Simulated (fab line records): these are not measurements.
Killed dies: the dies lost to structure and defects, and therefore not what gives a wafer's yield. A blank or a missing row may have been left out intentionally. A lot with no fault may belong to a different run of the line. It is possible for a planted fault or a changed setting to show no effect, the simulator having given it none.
fab line records	flow rit_cmos	part 1 of 2: steps 1 to 34 of 47
record lots=5	wafers=15	last_day=7
route steps=202 shown GATE@94 REOX@98 NLDD@103 PLDD@114 SPACER@125 NSD@131
lots with no fault: from the same line, run without faults
start_h: the number of hours between the record's first day and the start of the first shown wafer of the lot	wait_h: hours elapsed since this lot's preceding step	" same as the row above	L1.1+2: one row covering several wafers at once	- no value, or no start was given	* or withheld: withheld	< > ~ a bound
route shown NAME@n: NAME is a module with steps in the file, n the number in the route of the first one	usual: mean/standard deviation of fault-free wafers	same: alike in all rows	chamber/n: place in a boat	sites: readings site by site	_std_site: standard deviation across them	_edge_site: inner sites' mean taken away from outer sites' mean	radius_mm: how far each site lies from the wafer's centre	mask NAME#n: copy n	behind: the last tool/chamber to shape the wafer	hold: what put the lot on hold/how long, in hours/how the hold closed	device: whichever transistor did not switch (one of n, p or np)	end of line: the route-end tests of the same wafers	a step without rows: its recipe alone	killed: not the wafer's yield, but the dies lost to structure and defects at the first sort	map: per-die view of a wafer (x killed, . not killed, _ where there is no die)
set.NAME: the setting as run; set.NAME@STEP: as run at that earlier step	model.NAME: the simulator's own value behind a step, which no gauge read
lots at selected steps of the route; one table per step, one row per wafer
services: from which hour (start_h, from the record's first day; less than 0 if before it) a tool's chamber was out of use, for how many hours, and why
## steps
# step RIT_GATE_HARDBAKE_18
# recipe resist=NOVOLAK	temp_c=140	time_s=60
lot.wafer	tool	chamber	start_h	wait_h
L085.1+2+3	litho_track-04	0	91.53	0.0
L086.1+3+5	litho_track-04	0	100.50	0.0
L088.1+2+6	litho_track-02	0	107.21	0.0
L090.1+3+4	litho_track-04	0	117.84	0.0
L094.2+5+6	litho_track-04	0	137.41	0.0
# step RIT_GATE_ETCH_19
# recipe chemistry=SF6/CHF3/O2	time_s=165	SF6_flow_sccm=30	CHF3_flow_sccm=30	O2_flow_sccm=5	target=poly-Si	pressure_mtorr=40	rf_w=160	target_depth_a=3125	over_etch_frac=0.25	stop_on=SiO2
# usual O2_flow_sccm=5.000/0.014	drypump_motor_current_A=5.6/0.38	oes_product_au=0.851/0.016	rf_fwd_power_W=159.5/0.47	throttle_valve_pct=10.13/0.12
lot.wafer	tool	chamber	start_h	wait_h	O2_flow_sccm	drypump_motor_current_A	oes_product_au	rf_fwd_power_W	rf_hours_counter_h	throttle_valve_pct
L085.1	rie_si-02	1	91.68	0.1	5.017	5.6	0.876	159.5	26	10.16
L085.2	"	2	"	"	5.012	5.3	0.856	158.8	141	9.95
L085.3	"	0	"	"	4.999	6.5	0.834	159.4	106	10.04
L086.1	rie_si-01	2	100.65	0.1	5.012	5.8	0.820	158.9	6	10.00
L086.3	"	3	"	"	5.024	5.7	0.837	159.4	2	10.32
L086.5	"	0	"	"	5.001	5.4	0.854	159.1	-	10.13
L088.1	rie_si-01	2	107.36	0.1	5.002	5.8	0.827	159.5	6	10.00
L088.2	"	3	"	"	5.004	5.7	0.855	159.4	2	10.31
L088.6	"	0	"	"	4.995	5.4	0.860	159.8	-	10.11
L090.1	rie_si-01	3	117.99	0.1	4.991	5.7	0.847	159.5	2	10.33
L090.3	"	2	"	"	4.974	5.8	0.827	159.0	7	9.99
L090.4	"	0	"	"	4.983	5.4	0.858	159.8	-	10.13
L094.2	rie_si-01	2	137.53	0.1	4.963	5.8	0.818	158.9	7	9.98
L094.5	"	2	"	"	5.001	5.8	0.819	159.3	-	9.98
L094.6	"	3	"	"	4.999	5.7	0.850	159.0	-	10.31
# step RIT_GATE_STRIP_20
# recipe chemistry=O2	time_s=180	resist=NOVOLAK	platen_temp_c=withheld	power_w=500	pressure_mtorr=4000	o2_flow_sccm=4000
# usual drypump_motor_current_A=5.9/0.56
lot.wafer	tool	chamber	start_h	wait_h	drypump_motor_current_A	rf_hours_counter_h
L085.1	plasma_asher-04	0	91.78	0.1	5.8	47
L085.2	"	1	"	"	6.5	47
L085.3	"	0	"	"	5.8	-
L086.1	plasma_asher-02	0	100.76	0.1	6.2	43
L086.3	"	0	"	"	6.2	-
L086.5	"	1	"	"	4.9	-
L088.1	plasma_asher-03	1	107.47	0.1	6.1	31
L088.2	"	0	"	"	4.9	31
L088.6	"	0	"	"	4.9	-
L090.1	plasma_asher-03	1	118.10	0.1	6.0	32
L090.3	"	0	"	"	4.9	-
L090.4	"	1	"	"	6.1	-
L094.2	plasma_asher-04	0	137.64	0.1	5.8	52
L094.5	"	0	"	"	5.8	-
L094.6	"	1	"	"	6.5	-
# step RIT_GATE_CD_MEAS_90
# recipe target_cd_nm=150
# usual cd_nm=150.2/2.2
lot.wafer	tool	chamber	start_h	wait_h	cd_nm
L085.1	cd_sem-01	-	91.96	0.1	149.8
L085.2	"	-	"	"	149.6
L085.3	"	-	"	"	149.1
L086.1	cd_sem-02	-	100.94	0.1	150.1
L086.3	"	-	"	"	150.7
L086.5	"	-	"	"	149.6
L088.1	cd_sem-02	-	107.64	0.1	146.0
L088.2	"	-	"	"	149.6
L088.6	"	-	"	"	149.2
L090.1	cd_sem-01	-	118.27	0.1	150.2
L090.3	"	-	"	"	149.1
L090.4	"	-	"	"	150.3
L094.2	cd_sem-01	-	137.83	0.1	149.8
L094.5	"	-	"	"	151.1
L094.6	"	-	"	"	149.0
# step RIT_REOX_CLEAN_00
# recipe chemistry=SC1	mix=3:3:50	time_s=600	temp_c=75
lot.wafer	tool	chamber	start_h	wait_h
L085.1+2+3	wet_bench-04	2	92.08	0.1
L086.1+3+5	wet_bench-04	1	101.06	0.1
L088.1+2+6	wet_bench-04	0	107.76	0.1
L090.1+3+4	wet_bench-04	2	118.39	0.1
L094.2+5+6	wet_bench-04	0	137.93	0.1
# step RIT_REOX_CLEAN_01
# recipe chemistry=dHF	dilution=50:1	time_s=30
lot.wafer	tool	chamber	start_h	wait_h
L085.1+2+3	wet_bench-01	3	92.25	0.0
L086.1+3+5	wet_bench-03	3	101.23	0.0
L088.1+2+6	wet_bench-03	3	107.94	0.0
L090.1+3+4	wet_bench-03	0	118.58	0.0
L094.2+5+6	wet_bench-01	2	138.11	0.0
# step RIT_REOX_CLEAN_02
# recipe chemistry=SC2	mix=3:3:50	time_s=600	temp_c=75	dry=n2_spin
lot.wafer	tool	chamber	start_h	wait_h
L085.1+2+3	wet_bench-03	3	92.27	0.0
L086.1+3+5	wet_bench-04	3	101.25	0.0
L088.1+2+6	wet_bench-04	0	107.95	0.0
L090.1+3+4	wet_bench-04	1	118.60	0.0
L094.2+5+6	wet_bench-03	0	138.13	0.0
# step RIT_REOX_OXIDATION_03
# recipe temp_c=900	ambient=O2	target_thk_a=252	ox_time_s=5580
# usual spike_tc_source_C=921.4/1.5	zone_power_source_pct=24.1/1.2
# same ox_time_s=5580
lot.wafer	tool	chamber	start_h	wait_h	spike_tc_source_C	zone_power_source_pct
L085.1	furnace-01	0	92.45	0.0	921.2	25.9
L085.2	"	0	"	"	922.1	25.4
L085.3	"	0	"	"	920.3	25.6
L086.1	furnace-02	0	101.42	0.0	919.9	22.9
L086.3	"	0	"	"	919.3	23.1
L086.5	"	0	"	"	920.1	23.0
L088.1	furnace-03	0	108.37	0.2	921.1	22.9
L088.2	"	0	"	"	920.5	22.7
L088.6	"	0	"	"	920.4	22.6
L090.1	furnace-01	0	118.79	0.0	922.6	25.6
L090.3	"	0	"	"	921.0	25.4
L090.4	"	0	"	"	924.9	25.7
L094.2	furnace-01	0	138.30	0.0	923.8	25.7
L094.5	"	0	"	"	925.4	25.6
L094.6	"	0	"	"	923.9	25.5
# step RIT_REOX_THK_MEAS_04
# recipe reads=SiO2_of_REOX_OXIDATION_03
# usual REOX_OXIDE_THK=25.2/0.4
lot.wafer	tool	chamber	start_h	wait_h	REOX_OXIDE_THK[nm]
L085.1	film_metro-02	-	95.00	0.0	24.7
L085.2	"	-	"	"	24.8
L085.3	"	-	"	"	24.8
L086.1	film_metro-01	-	103.97	0.0	25.7
L086.3	"	-	"	"	26.0
L086.5	"	-	"	"	25.7
L088.1	film_metro-01	-	110.92	0.0	25.4
L088.2	"	-	"	"	25.1
L088.6	"	-	"	"	25.2
L090.1	film_metro-01	-	121.34	0.0	24.6
L090.3	"	-	"	"	24.4
L090.4	"	-	"	"	24.9
L094.2	film_metro-02	-	140.86	0.0	25.4
L094.5	"	-	"	"	25.4
L094.6	"	-	"	"	25.2
# step RIT_NLDD_HMDS_00
# recipe prime_time_s=60	prime_temp_c=140
lot.wafer	tool	chamber	start_h	wait_h
L085.1+2+3	litho_track-02	0	95.06	0.1
L086.1+3+5	litho_track-03	0	104.03	0.1
L088.1+2+6	litho_track-02	0	110.99	0.1
L090.1+3+4	litho_track-01	0	121.40	0.1
L094.2+5+6	litho_track-02	0	140.94	0.1
# step RIT_NLDD_COAT_01
# recipe resist=NOVOLAK	spin_rpm=3250	resist_thk_nm=1000
# usual spin_speed_rpm=3250.2/2.3
lot.wafer	tool	chamber	start_h	wait_h	spin_speed_rpm
L085.1	litho_track-02	0	95.21	0.1	3252.0
L085.2	"	0	"	"	3247.3
L085.3	"	0	"	"	3249.0
L086.1	litho_track-03	0	104.18	0.1	3245.6
L086.3	"	0	"	"	3251.9
L086.5	"	0	"	"	3246.4
L088.1	litho_track-02	0	111.14	0.1	3256.8
L088.2	"	0	"	"	3245.0
L088.6	"	0	"	"	3248.6
L090.1	litho_track-01	0	121.55	0.1	3251.0
L090.3	"	0	"	"	3250.4
L090.4	"	0	"	"	3252.8
L094.2	litho_track-02	0	141.09	0.1	3248.4
L094.5	"	0	"	"	3250.1
L094.6	"	0	"	"	3247.5
# step RIT_NLDD_SOFTBAKE_02
# recipe resist=NOVOLAK	temp_c=90	time_s=60
lot.wafer	tool	chamber	start_h	wait_h
L085.1+2+3	litho_track-02	0	95.36	0.1
L086.1+3+5	litho_track-03	0	104.33	0.1
L088.1+2+6	litho_track-02	0	111.29	0.1
L090.1+3+4	litho_track-01	0	121.70	0.1
L094.2+5+6	litho_track-02	0	141.24	0.1
# step RIT_NLDD_EXPOSE_03
# recipe mask_id=M7	na=0.57	target_cd_nm=40700	dose_mj=250
lot.wafer	tool	chamber	start_h	wait_h	mask
L085.1+2+3	iline_stepper-01	0	95.63	0.2	M7#0
L086.1+3+5	iline_stepper-01	0	104.48	0.1	M7#0
L088.1+2+6	iline_stepper-01	0	111.44	0.1	M7#0
L090.1+3+4	iline_stepper-02	0	121.85	0.1	M7#0
L094.2+5+6	iline_stepper-02	0	141.51	0.2	M7#0
# step RIT_NLDD_PEB_04
# recipe resist=NOVOLAK	temp_c=withheld	time_s=withheld
lot.wafer	tool	chamber	start_h	wait_h
L085.1+2+3	litho_track-02	0	95.75	0.1
L086.1+3+5	litho_track-03	0	104.60	0.1
L088.1+2+6	litho_track-01	0	111.55	0.1
L090.1+3+4	litho_track-02	0	121.97	0.1
L094.2+5+6	litho_track-02	0	141.63	0.1
# step RIT_NLDD_DEVELOP_05
# recipe resist=NOVOLAK	develop_time_s=50	dev_temp_c=23
lot.wafer	tool	chamber	start_h	wait_h
L085.1+2+3	litho_track-02	0	-	-
L086.1+3+5	litho_track-03	0	-	-
L088.1+2+6	litho_track-01	0	-	-
L090.1+3+4	litho_track-02	0	-	-
L094.2+5+6	litho_track-02	0	-	-
# step RIT_NLDD_OVL_MEAS_06
# usual NLDD_OVL=-0.9/1.4
lot.wafer	tool	chamber	start_h	wait_h	NLDD_OVL[nm]
L085.1	overlay-01	-	96.03	-	-0.7
L085.2	"	-	"	"	1.2
L085.3	"	-	"	"	-0.3
L086.1	overlay-01	-	104.88	-	-0.6
L086.3	"	-	"	"	-2.1
L086.5	"	-	"	"	-1.0
L088.1	overlay-01	-	111.84	-	-3.0
L088.2	"	-	"	"	-1.4
L088.6	"	-	"	"	0.7
L090.1	overlay-01	-	122.25	-	-2.0
L090.3	"	-	"	"	-2.3
L090.4	"	-	"	"	-0.9
L094.2	overlay-02	-	141.89	-	2.1
L094.5	"	-	"	"	-1.2
L094.6	"	-	"	"	-2.1
# step RIT_NLDD_HARDBAKE_07
# recipe resist=NOVOLAK	temp_c=140	time_s=60
lot.wafer	tool	chamber	start_h	wait_h
L085.1+2+3	litho_track-02	0	96.07	0.0
L086.1+3+5	litho_track-03	0	104.92	0.0
L088.1+2+6	litho_track-02	0	111.87	0.0
L090.1+3+4	litho_track-03	0	122.29	0.0
L094.2+5+6	litho_track-03	0	141.95	0.0
# step RIT_NLDD_IMPLANT_08
# recipe species=P	energy_kev=20	dose_cm2=5e+14	tilt_deg=7
lot.wafer	tool	chamber	start_h	wait_h
L085.1+2+3	implanter-02	0	96.22	0.1
L086.1+3+5	implanter-01	0	105.07	0.1
L088.1+2+6	implanter-01	0	112.02	0.1
L090.1+3+4	implanter-04	0	122.44	0.1
L094.2+5+6	implanter-04	0	142.10	0.1
# step RIT_NLDD_STRIP_09
# recipe chemistry=O2	time_s=180	resist=NOVOLAK	platen_temp_c=withheld	power_w=500	pressure_mtorr=4000	o2_flow_sccm=4000
# usual drypump_motor_current_A=5.5/0.48
lot.wafer	tool	chamber	start_h	wait_h	drypump_motor_current_A	rf_hours_counter_h
L085.1	plasma_asher-01	0	96.37	0.1	5.2	47
L085.2	"	1	"	"	5.9	47
L085.3	"	1	"	"	5.9	-
L086.1	plasma_asher-01	0	105.22	0.1	5.2	48
L086.3	"	0	"	"	5.2	-
L086.5	"	0	"	"	5.2	-
L088.1	plasma_asher-01	1	112.17	0.1	5.9	48
L088.2	"	0	"	"	5.2	48
L088.6	"	1	"	"	6.0	-
L090.1	plasma_asher-03	1	122.59	0.1	6.1	33
L090.3	"	1	"	"	6.1	-
L090.4	"	0	"	"	4.9	-
L094.2	plasma_asher-03	0	142.22	0.1	4.9	35
L094.5	"	1	"	"	6.1	-
L094.6	"	0	"	"	4.9	-
# step RIT_NLDD_TW_MEAS_10
# usual NLDD_TW=2465/17
lot.wafer	tool	chamber	start_h	wait_h	NLDD_TW
L085.1	film_metro-04	-	96.54	0.1	2467
L085.2	"	-	"	"	2450
L085.3	"	-	"	"	2452
L086.1	film_metro-02	-	105.39	0.1	2456
L086.3	"	-	"	"	2462
L086.5	"	-	"	"	2452
L088.1	film_metro-02	-	112.35	0.1	2465
L088.2	"	-	"	"	2466
L088.6	"	-	"	"	2467
L090.1	film_metro-03	-	122.76	0.1	2482
L090.3	"	-	"	"	2479
L090.4	"	-	"	"	2482
L094.2	film_metro-02	-	142.41	0.1	2467
L094.5	"	-	"	"	2467
L094.6	"	-	"	"	2466
# step RIT_PLDD_HMDS_00
# recipe prime_time_s=60	prime_temp_c=140
lot.wafer	tool	chamber	start_h	wait_h
L085.1+2+3	litho_track-01	0	96.60	0.1
L086.1+3+5	litho_track-02	0	105.45	0.1
L088.1+2+6	litho_track-02	0	112.41	0.1
L090.1+3+4	litho_track-02	0	122.82	0.1
L094.2+5+6	litho_track-04	0	142.48	0.1
# step RIT_PLDD_COAT_01
# recipe resist=NOVOLAK	spin_rpm=3250	resist_thk_nm=1000
# usual spin_speed_rpm=3250.3/2.4
lot.wafer	tool	chamber	start_h	wait_h	spin_speed_rpm
L085.1	litho_track-01	0	96.75	0.1	3255.0
L085.2	"	0	"	"	3249.8
L085.3	"	0	"	"	3250.9
L086.1	litho_track-02	0	105.60	0.1	3250.3
L086.3	"	0	"	"	3249.6
L086.5	"	0	"	"	3248.4
L088.1	litho_track-02	0	112.56	0.1	3251.5
L088.2	"	0	"	"	3249.5
L088.6	"	0	"	"	3248.0
L090.1	litho_track-02	0	122.97	0.1	3253.2
L090.3	"	0	"	"	3252.7
L090.4	"	0	"	"	3251.0
L094.2	litho_track-04	0	142.63	0.1	3248.5
L094.5	"	0	"	"	3249.5
L094.6	"	0	"	"	3249.0
# step RIT_PLDD_SOFTBAKE_02
# recipe resist=NOVOLAK	temp_c=90	time_s=60
lot.wafer	tool	chamber	start_h	wait_h
L085.1+2+3	litho_track-01	0	96.90	0.1
L086.1+3+5	litho_track-02	0	105.75	0.1
L088.1+2+6	litho_track-02	0	112.71	0.1
L090.1+3+4	litho_track-02	0	123.12	0.1
L094.2+5+6	litho_track-04	0	142.78	0.1
# step RIT_PLDD_EXPOSE_03
# recipe mask_id=M8	na=0.57	target_cd_nm=40900	dose_mj=250
lot.wafer	tool	chamber	start_h	wait_h	mask
L085.1+2+3	iline_stepper-02	0	97.05	0.1	M8#0
L086.1+3+5	iline_stepper-01	0	106.03	0.2	M8#0
L088.1+2+6	iline_stepper-01	0	112.98	0.2	M8#0
L090.1+3+4	iline_stepper-01	0	123.27	0.1	M8#0
L094.2+5+6	iline_stepper-01	0	143.05	0.2	M8#0
# step RIT_PLDD_PEB_04
# recipe resist=NOVOLAK	temp_c=withheld	time_s=withheld
lot.wafer	tool	chamber	start_h	wait_h
L085.1+2+3	litho_track-04	0	97.17	0.1
L086.1+3+5	litho_track-01	0	106.39	0.3
L088.1+2+6	litho_track-02	0	113.10	0.1
L090.1+3+4	litho_track-04	0	123.39	0.1
L094.2+5+6	litho_track-02	0	143.17	0.1
# step RIT_PLDD_DEVELOP_05
# recipe resist=NOVOLAK	develop_time_s=50	dev_temp_c=23
lot.wafer	tool	chamber	start_h	wait_h
L085.1+2+3	litho_track-04	0	-	-
L086.1+3+5	litho_track-01	0	-	-
L088.1+2+6	litho_track-02	0	-	-
L090.1+3+4	litho_track-04	0	-	-
L094.2+5+6	litho_track-02	0	-	-
# step RIT_PLDD_OVL_MEAS_06
# usual PLDD_OVL=0.0/1.5
lot.wafer	tool	chamber	start_h	wait_h	PLDD_OVL[nm]
L085.1	overlay-02	-	97.45	-	-1.4
L085.2	"	-	"	"	-0.9
L085.3	"	-	"	"	-2.6
L086.1	overlay-01	-	106.67	-	-0.7
L086.3	"	-	"	"	0.1
L086.5	"	-	"	"	-1.9
L088.1	overlay-02	-	113.38	-	-1.8
L088.2	"	-	"	"	-1.0
L088.6	"	-	"	"	-2.0
L090.1	overlay-01	-	123.67	-	1.1
L090.3	"	-	"	"	0.4
L090.4	"	-	"	"	1.1
L094.2	overlay-01	-	143.44	-	-0.6
L094.5	"	-	"	"	-0.7
L094.6	"	-	"	"	0.0
# step RIT_PLDD_HARDBAKE_07
# recipe resist=NOVOLAK	temp_c=140	time_s=60
lot.wafer	tool	chamber	start_h	wait_h
L085.1+2+3	litho_track-04	0	97.49	0.0
L086.1+3+5	litho_track-02	0	106.83	0.1
L088.1+2+6	litho_track-01	0	113.42	0.0
L090.1+3+4	litho_track-02	0	123.71	0.0
L094.2+5+6	litho_track-01	0	143.49	0.0
# step RIT_PLDD_IMPLANT_08
# recipe species=BF2	energy_kev=20	dose_cm2=9e+14	tilt_deg=7
lot.wafer	tool	chamber	start_h	wait_h
L085.1+2+3	implanter-04	0	97.64	0.1
L086.1+3+5	implanter-04	0	106.98	0.1
L088.1+2+6	implanter-01	0	113.57	0.1
L090.1+3+4	implanter-01	0	123.86	0.1
L094.2+5+6	implanter-01	0	143.64	0.1
# step RIT_PLDD_STRIP_09
# recipe chemistry=O2	time_s=180	resist=NOVOLAK	platen_temp_c=withheld	power_w=500	pressure_mtorr=4000	o2_flow_sccm=4000
# usual drypump_motor_current_A=5.7/0.46
lot.wafer	tool	chamber	start_h	wait_h	drypump_motor_current_A	rf_hours_counter_h
L085.1	plasma_asher-04	0	97.79	0.1	5.8	48
L085.2	"	1	"	"	6.5	48
L085.3	"	1	"	"	6.5	-
L086.1	plasma_asher-01	1	107.13	0.1	6.0	48
L086.3	"	0	"	"	5.2	-
L086.5	"	0	"	"	5.2	-
L088.1	plasma_asher-04	0	113.72	0.1	5.8	49
L088.2	"	1	"	"	6.5	49
L088.6	"	0	"	"	5.8	-
L090.1	plasma_asher-01	1	124.01	0.1	5.9	50
L090.3	"	1	"	"	5.9	-
L090.4	"	0	"	"	5.2	-
L094.2	plasma_asher-04	0	143.77	0.1	5.8	53
L094.5	"	1	"	"	6.5	-
L094.6	"	0	"	"	5.8	-
# step RIT_PLDD_TW_MEAS_10
# usual PLDD_TW=2329/13
lot.wafer	tool	chamber	start_h	wait_h	PLDD_TW
L085.1	film_metro-04	-	97.96	0.1	2325
L085.2	"	-	"	"	2329
L085.3	"	-	"	"	2313
L086.1	film_metro-02	-	107.30	0.1	2326
L086.3	"	-	"	"	2316
L086.5	"	-	"	"	2338
L088.1	film_metro-03	-	113.89	0.1	2357
L088.2	"	-	"	"	2344
L088.6	"	-	"	"	2351
L090.1	film_metro-02	-	124.18	0.1	2326
L090.3	"	-	"	"	2340
L090.4	"	-	"	"	2328
L094.2	film_metro-02	-	143.95	0.1	2334
L094.5	"	-	"	"	2327
L094.6	"	-	"	"	2319
# step RIT_SPACER_CLEAN_00
# recipe chemistry=SC1	mix=3:3:50	time_s=600	temp_c=75
lot.wafer	tool	chamber	start_h	wait_h
L085.1+2+3	wet_bench-02	2	98.02	0.1
L086.1+3+5	wet_bench-01	1	107.36	0.1
L088.1+2+6	wet_bench-01	0	113.95	0.1
L090.1+3+4	wet_bench-01	3	124.24	0.1
L094.2+5+6	wet_bench-02	3	144.00	0.0
# step RIT_SPACER_CLEAN_01
# recipe chemistry=dHF	dilution=50:1	time_s=30
lot.wafer	tool	chamber	start_h	wait_h
L085.1+2+3	wet_bench-01	1	98.20	0.0
L086.1+3+5	wet_bench-04	2	107.57	0.0
L088.1+2+6	wet_bench-04	2	114.16	0.0
L090.1+3+4	wet_bench-04	0	124.43	0.0
L094.2+5+6	wet_bench-01	2	144.19	0.0
# step RIT_SPACER_CLEAN_02
# recipe chemistry=SC2	mix=3:3:50	time_s=600	temp_c=75	dry=n2_spin
lot.wafer	tool	chamber	start_h	wait_h
L085.1+2+3	wet_bench-04	2	98.22	0.0
L086.1+3+5	wet_bench-01	0	107.59	0.0
L088.1+2+6	wet_bench-01	0	114.18	0.0
L090.1+3+4	wet_bench-02	2	124.45	0.0
L094.2+5+6	wet_bench-04	0	144.21	0.0
